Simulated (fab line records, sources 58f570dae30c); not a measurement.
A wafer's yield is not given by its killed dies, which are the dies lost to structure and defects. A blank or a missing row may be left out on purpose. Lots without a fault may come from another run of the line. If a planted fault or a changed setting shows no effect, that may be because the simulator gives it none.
fab line records	flow berkeley-cmos170
record: lots: 6	wafers: 18	last-day: 13
route steps=331 shown M3@315
lots that met no fault: from a run of the same line without faults
start-h: hours from the record's opening day to when the first of the lot's shown wafers began	wait-h: hours from the lot's prior step to this one	" repeats the value in the row above	L1.1+2: a single row standing in for several wafers	- value missing, or start not given	* or withheld: withheld	< > ~ a bound
route shown NAME@n: a module of which the file shows steps, and the number in the route of the first	usual: mean/standard deviation of fault-free wafers	same: alike in all rows	chamber/n: place in a boat	sites: readings site by site	_std_site: the values' standard deviation	_edge_site: mean of outer sites minus mean of inner sites	radius-mm: how far each site lies from the wafer's centre	mask NAME#n: copy n	behind: tool/chamber where the wafer was last shaped	hold: why the lot went on hold/how many hours it stayed there/how the hold came to an end	device: the transistor (n, p or np) that didn't switch	end of line: the same wafers' tests at the end of the route	a step without rows: its recipe alone	killed: dies that structure and defects cost at the first sort, which is not the same as the wafer's yield	map: shows each die of a wafer: x if killed, . if not, _ if none is there
set.NAME: setting as actually run; set.NAME@STEP: the setting as run at that earlier step	model.NAME: the simulator's own value behind a step, which no gauge read
a table for each step, a row for each wafer; lots at some steps of the route
services: the hour from which a tool's chamber was out of use, counted from the record's first day as start-h (under 0 if before that day), plus the number of hours and why
== steps ==
step: UCB170_M3_SOFTBAKE_06
recipe: resist: KrF	temp-c: 130	time-s: 60
step: UCB170_M3_STRIP_07
recipe: chemistry: O2	power-w: 400	pressure-mtorr: 3500	platen-temp-c: withheld	o2-flow-sccm: 400	overash-fraction: 0.5
usual: drypump-motor-current-A: 5.8/0.36	oes-product-au: 0.734/0.0041	strip-time-to-endpoint-s: 21.99/0.071
lot.wafer	tool	chamber	start-h	wait-h	drypump-motor-current-A	oes-product-au	rf-hours-counter-h	strip-time-to-endpoint-s
L228.1	plasma-asher-03	1	197.01	0.1	5.6	0.734	9	22.02
L228.5	"	1	"	"	5.5	0.739	-	22.02
L228.6	"	0	"	"	5.6	0.730	-	21.99
L223.1	plasma-asher-03	1	197.73	0.1	5.6	0.731	9	21.95
L223.2	"	0	"	"	5.6	0.732	9	21.93
L223.4	"	0	"	"	5.6	0.741	-	21.97
L233.2	plasma-asher-02	1	236.62	0.1	5.7	0.737	46	21.94
L233.3	"	1	"	"	5.7	0.728	-	21.88
L233.6	"	1	"	"	5.7	0.728	-	21.92
L235.3	plasma-asher-02	0	239.12	0.1	6.4	0.741	-	21.94
L235.4	"	1	"	"	5.7	0.731	-	21.98
L235.5	"	0	"	"	6.4	0.741	-	21.94
L238.3	plasma-asher-01	1	254.39	0.1	5.3	0.736	-	22.06
L238.4	"	0	"	"	6.0	0.739	-	22.09
L238.5	"	0	"	"	6.0	0.731	-	22.09
L245.1	plasma-asher-03	1	298.88	0.1	5.6	0.739	18	21.92
L245.2	"	0	"	"	5.6	0.734	18	21.89
L245.3	"	1	"	"	5.6	0.736	-	21.87
step: UCB170_M3_STRIP_08
recipe: chemistry: DMSO	temp-c: 80	time-s: 600	material: KrF
step: UCB170_M3_COAT_09
recipe: resist: BARC	temp-c: withheld	time-s: withheld	spin-rpm: 3000	resist-thk-nm: withheld
step: UCB170_M3_COAT_10
recipe: resist: KrF	spin-rpm: 1500	resist-thk-nm: 900
step: UCB170_M3_SOFTBAKE_11
recipe: resist: KrF	temp-c: 130	time-s: 60
step: UCB170_M3_EXPOSE_12
recipe: mask-id: METAL3	target-cd-nm: 700	na: 0.5	sigma-outer: 0.6	source-shape: conventional	dose-mj: 26
step: UCB170_M3_PEB_13
recipe: peb-temp-c: 130	peb-time-s: withheld	resist: KrF
step: UCB170_M3_DEVELOP_14
recipe: developer: TMAH	develop-time-s: 45	resist: KrF	dev-temp-c: 21
step: UCB170_M3_CD_MEAS_15
recipe: target-cd-nm: 700
usual: cd-nm: 699.9/1.2
lot.wafer	tool	chamber	start-h	wait-h	cd-nm
L228.1	cd-sem-02	-	198.67	-	701.6
L228.5	"	-	"	"	700.1
L228.6	"	-	"	"	700.7
L223.1	cd-sem-01	-	198.97	-	699.5
L223.2	"	-	"	"	698.3
L223.4	"	-	"	"	700.5
L233.2	cd-sem-01	-	238.14	-	699.6
L233.3	"	-	"	"	700.6
L233.6	"	-	"	"	699.6
L235.3	cd-sem-01	-	240.66	-	700.4
L235.4	"	-	"	"	700.6
L235.5	"	-	"	"	701.0
L238.3	cd-sem-02	-	255.67	-	700.2
L238.4	"	-	"	"	699.1
L238.5	"	-	"	"	700.3
L245.1	cd-sem-02	-	300.00	-	701.8
L245.2	"	-	"	"	700.8
L245.3	"	-	"	"	702.3
step: UCB170_M3_OVL_MEAS_16
usual: M3_OVL: 0/4.9
lot.wafer	tool	chamber	start-h	wait-h	M3_OVL[nm]
L228.1	overlay-01	-	198.79	0.1	1
L228.5	"	-	"	"	2
L228.6	"	-	"	"	0
L223.1	overlay-02	-	199.09	0.1	0
L223.2	"	-	"	"	-3
L223.4	"	-	"	"	0
L233.2	overlay-01	-	238.25	0.1	-8
L233.3	"	-	"	"	-7
L233.6	"	-	"	"	-15
L235.3	overlay-01	-	240.75	0.1	2
L235.4	"	-	"	"	0
L235.5	"	-	"	"	3
L238.3	overlay-01	-	255.76	0.1	4
L238.4	"	-	"	"	2
L238.5	"	-	"	"	5
L245.1	overlay-02	-	300.12	0.1	-2
L245.2	"	-	"	"	5
L245.3	"	-	"	"	-2
step: UCB170_M3_ETCH_17
recipe: chemistry: N2/H2	target-depth-a: withheld	overetch-a: withheld	target: BARC	time-s: withheld	source-w: 500	bias-w: 100	pressure-mtorr: 30	n2-flow-sccm: 100	h2-flow-sccm: 200
usual: drypump-motor-current-A: 5.6/0.66	oes-product-au: 0.991/0.017	throttle-valve-pct: 13.27/0.2
lot.wafer	tool	chamber	start-h	wait-h	drypump-motor-current-A	oes-product-au	throttle-valve-pct
L228.1	rie-diel-03	2	198.82	0.0	5.4	0.990	13.64
L228.5	"	0	"	"	5.4	0.967	13.16
L228.6	"	2	"	"	5.4	0.990	13.63
L223.1	rie-diel-01	3	199.12	0.0	4.8	0.986	13.37
L223.2	"	1	"	"	4.8	0.994	13.35
L223.4	"	2	"	"	5.5	0.979	13.09
L233.2	rie-diel-04	0	238.28	0.0	6.3	0.974	13.08
L233.3	"	1	"	"	5.4	1.004	13.38
L233.6	"	3	"	"	5.2	0.982	13.35
L235.3	rie-diel-01	1	240.78	0.0	4.8	0.984	13.35
L235.4	"	2	"	"	5.5	0.990	13.09
L235.5	"	3	"	"	4.8	0.988	13.39
L238.3	rie-diel-01	3	255.78	0.0	4.8	0.999	13.38
L238.4	"	0	"	"	6.4	0.998	12.93
L238.5	"	0	"	"	6.4	1.009	12.95
L245.1	rie-diel-03	0	300.15	0.0	5.4	0.960	13.18
L245.2	"	3	"	"	6.9	1.028	13.48
L245.3	"	2	"	"	5.4	0.997	13.63
step: UCB170_M3_METAL_ETCH_18
recipe: chemistry: Cl2/BCl3	target: Al	stop-on: SiO2	pressure-mtorr: 12	target-depth-a: 11700	over-etch-frac: 0.3	time-s: 195	icp-w: 600	bias-w: 122	Cl2_flow_sccm: 90	bcl3-flow-sccm: 45
usual: drypump-motor-current-A: 5.8/0.39	oes-product-au: 0.861/0.012	run-length-s: 223.2/0.81	throttle-valve-pct: 24.51/0.12
lot.wafer	tool	chamber	start-h	wait-h	drypump-motor-current-A	oes-product-au	rf-hours-counter-h	run-length-s	throttle-valve-pct	model.KrF_of_M3_COAT_10.thk-nm	model.SiO2_of_V2_CVD_00.thk-nm	model.M3.cd-nm
L228.1	rie-metal-02	0	198.87	-	6.1	0.861	3	222.7	24.44	238.3	940.5	697.9
L228.5	"	1	"	"	5.7	0.834	-	223.5	24.60	213.3	938.4	696.4
L228.6	"	0	"	"	6.1	0.852	-	222.6	24.45	235.8	939.9	696.7
L223.1	rie-metal-04	1	199.17	-	6.1	0.861	10	222.4	24.26	220.4	939.7	695.7
L223.2	"	0	"	"	6.0	0.865	10	223.5	24.51	221.6	938.6	699.3
L223.4	"	1	"	"	6.1	0.872	-	222.7	24.26	215	937.6	692.4
L233.2	rie-metal-04	1	238.32	-	6.1	0.872	10	222.4	24.25	205.7	935.6	695.5
L233.3	"	0	"	"	6.0	0.998	-	186.2	24.45	352.1	949.5	709.8
L233.6	"	1	"	"	6.1	0.874	-	222.5	24.26	205.7	936.9	696.3
L235.3	rie-metal-02	1	240.88	-	5.8	0.843	-	223.2	24.59	209.9	936.5	702
L235.4	"	0	"	"	6.1	0.862	-	222.6	24.44	229.2	938.7	700.4
L235.5	"	0	"	"	6.1	0.854	-	222.4	24.44	237.8	937.5	702.7
L238.3	rie-metal-04	1	255.89	-	6.1	0.882	-	222.4	24.27	207.5	937.3	698
L238.4	"	0	"	"	5.9	0.999	-	186.1	24.45	350.9	950	705.7
L238.5	"	1	"	"	6.1	0.877	-	222.7	24.27	211.1	938.7	693.8
L245.1	rie-metal-03	0	300.19	-	4.9	0.873	5	223.0	24.65	199.1	937.2	699.8
L245.2	"	1	"	"	5.7	0.859	7	222.5	24.61	213.4	939	705
L245.3	"	1	"	"	5.7	0.857	-	222.4	24.61	216.3	940.2	707
step: UCB170_M3_STRIP_19
recipe: chemistry: O2	power-w: 400	pressure-mtorr: 3500	platen-temp-c: withheld	o2-flow-sccm: 400	overash-fraction: 0.5
usual: drypump-motor-current-A: 5.8/0.35	oes-product-au: 0.550/0.015
lot.wafer	tool	chamber	start-h	wait-h	drypump-motor-current-A	oes-product-au	rf-hours-counter-h
L228.1	plasma-asher-01	1	199.05	0.1	5.3	0.564	47
L228.5	"	1	"	"	5.3	0.547	-
L228.6	"	0	"	"	6.0	0.569	-
L223.1	plasma-asher-03	0	199.35	0.1	5.6	0.560	9
L223.2	"	1	"	"	5.6	0.564	9
L223.4	"	1	"	"	5.5	0.537	-
L233.2	plasma-asher-01	1	238.51	0.1	5.3	0.536	51
L233.3	"	1	"	"	5.3	0.681	-
L233.6	"	0	"	"	6.0	0.541	-
L235.3	plasma-asher-01	0	241.04	0.1	6.0	0.543	-
L235.4	"	1	"	"	5.3	0.565	-
L235.5	"	1	"	"	5.3	0.565	-
L238.3	plasma-asher-02	1	256.05	0.1	5.7	0.536	-
L238.4	"	0	"	"	6.4	0.686	-
L238.5	"	0	"	"	6.4	0.542	-
L245.1	plasma-asher-02	1	300.38	0.1	5.7	0.526	53
L245.2	"	0	"	"	6.4	0.544	53
L245.3	"	1	"	"	5.7	0.552	-
step: UCB170_M3_CD_MEAS_90
recipe: target-cd-nm: 700
usual: cd-nm: 700/3.7
lot.wafer	tool	chamber	start-h	wait-h	cd-nm
L228.1	cd-sem-02	-	199.15	0.1	698
L228.5	"	-	"	"	697
L228.6	"	-	"	"	696
L223.1	cd-sem-02	-	199.45	0.1	696
L223.2	"	-	"	"	699
L223.4	"	-	"	"	692
L233.2	cd-sem-02	-	238.63	0.1	695
L233.3	"	-	"	"	710
L233.6	"	-	"	"	696
L235.3	cd-sem-01	-	241.15	0.1	702
L235.4	"	-	"	"	700
L235.5	"	-	"	"	703
L238.3	cd-sem-02	-	256.15	0.1	698
L238.4	"	-	"	"	705
L238.5	"	-	"	"	694
L245.1	cd-sem-02	-	300.48	0.1	700
L245.2	"	-	"	"	705
L245.3	"	-	"	"	707
step: UCB170_M3_PROBE_99
lot.wafer	tool	chamber	start-h	wait-h	model.etest.antenna-m3.vt-shift-v
L228.1	prober-01	-	199.39	0.1	-0.01036
L228.5	prober-01	-	199.59	0.2	-0.0146
L228.6	prober-01	-	199.64	0.2	-0.01539
L223.1	prober-02	-	199.69	0.1	-0.01342
L223.2	prober-02	-	199.74	0.1	-0.01054
L223.4	prober-02	-	199.84	0.2	-0.01301
L233.2	prober-01	-	238.90	0.1	-0.01682
L233.3	prober-01	-	238.95	0.2	-0.007318
L233.6	prober-01	-	239.10	0.2	-0.01305
L235.3	prober-01	-	241.45	0.2	-0.0176
L235.4	prober-01	-	241.50	0.2	-0.01781
L235.5	prober-01	-	241.55	0.2	-0.01062
L238.3	prober-02	-	256.45	0.2	-0.01526
L238.4	prober-02	-	256.50	0.2	-0.005025
L238.5	prober-02	-	256.55	0.2	-0.01293
L245.1	prober-01	-	300.72	0.1	-0.0165
L245.2	prober-01	-	300.77	0.1	-0.01162
L245.3	prober-01	-	300.82	0.2	-0.01282
killed by level:class
L228.1 GATE:geometric-particle:short=1 M2:geometric-particle:short=1
L228.5 SPACER:geometric-particle:short=2 ZERO:geometric-particle:open=1
L228.6 SILICIDE:geometric-particle:open=1 M3:geometric-particle:short=1 M3:geometric-particle:open=1
L223.1 V2:geometric-particle:short=1
L223.2 PWELL:geometric-particle:short=1 FIELD:geometric-particle:open=1 SILICIDE:geometric-particle:short=1
L223.4 GATE:geometric-particle:short=1 SILICIDE:geometric-particle:short=1
L235.3 FIELD:geometric-particle:open=1 FIELD:geometric-particle:short=1 ACTIVE:area-etch=1
L235.4 SPACER:geometric-particle:open=1 SILICIDE:geometric-particle:short=1
L235.5 GATE:geometric-particle:short=1
L245.1 GATE:geometric-particle:short=1 V2:geometric-particle:short=1 ACTIVE:area-etch=1
L245.2
L245.3 FIELD:geometric-particle:open=1 CONTACT:geometric-particle:open=1
== services ==
tool	chamber	start-h	hours	kind
rie-diel-04	1	174.25	3.1	repair
rie-diel-03	3	176.36	1.4	repair
rie-diel-03	1	187.81	-	clean
rie-diel-03	1	187.81	21.9	scheduled-down
rie-diel-03	1	187.81	21.9	vent-cycle
rie-diel-04	-	195.02	15.6	pm
rie-diel-03	3	204.51	9.3	repair
plasma-asher-02	-	220.74	6.0	repair
rie-diel-04	0	222.63	2.7	repair
rie-metal-04	1	224.54	4.2	repair
rie-diel-01	0	228.48	-	clean
rie-diel-01	0	228.48	19.2	scheduled-down
rie-diel-01	0	228.48	19.2	vent-cycle
rie-metal-02	1	229.13	1.9	repair
rie-diel-04	1	243.02	8.8	repair
rie-diel-04	0	247.68	3.8	repair
rie-diel-01	1	256.85	9.6	repair
plasma-asher-03	-	265.03	10.4	repair
rie-metal-02	0	273.05	5.2	repair
rie-metal-04	1	290.10	-	clean
== key ==
first-sign: step: UCB170_M3_METAL_ETCH_18	reading: run-length-s	direction: down	sigmas: 46	usual: *	struck: *
effect: step: UCB170_M3_METAL_ETCH_18	reading: oes-product-au	direction: up	sigmas: 12	usual: 0.861	struck: 0.999
effect: step: UCB170_M3_STRIP_19	reading: oes-product-au	direction: up	sigmas: 8.6	usual: 0.550	struck: 0.684
model-effect: step: UCB170_M3_METAL_ETCH_18	value: KrF_of_M3_COAT_10.thk-nm	without: 224.2	struck: 351.5
model-effect: step: UCB170_M3_PROBE_99	value: etest.antenna-m3.vt-shift-v	without: -0.01282	struck: -0.006172
met-at UCB170_M3_METAL_ETCH_18
struck-wafers L233.3,L238.4
sort-left-out L233.3,L238.4
onset-between 199.17 238.32
fault: kind: process-parameter-drift	tool: rie-metal-04	chamber: 0	onset-h: 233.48	steps: UCB170_M3_METAL_ETCH_18	channel: time-s	offset: *	shape: step	end-h: 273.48	acts-in: *	stated: *
sort-left-out: the simulated sort isn't trusted on such a fault, so these wafers' sort isn't shown, and their yield isn't known
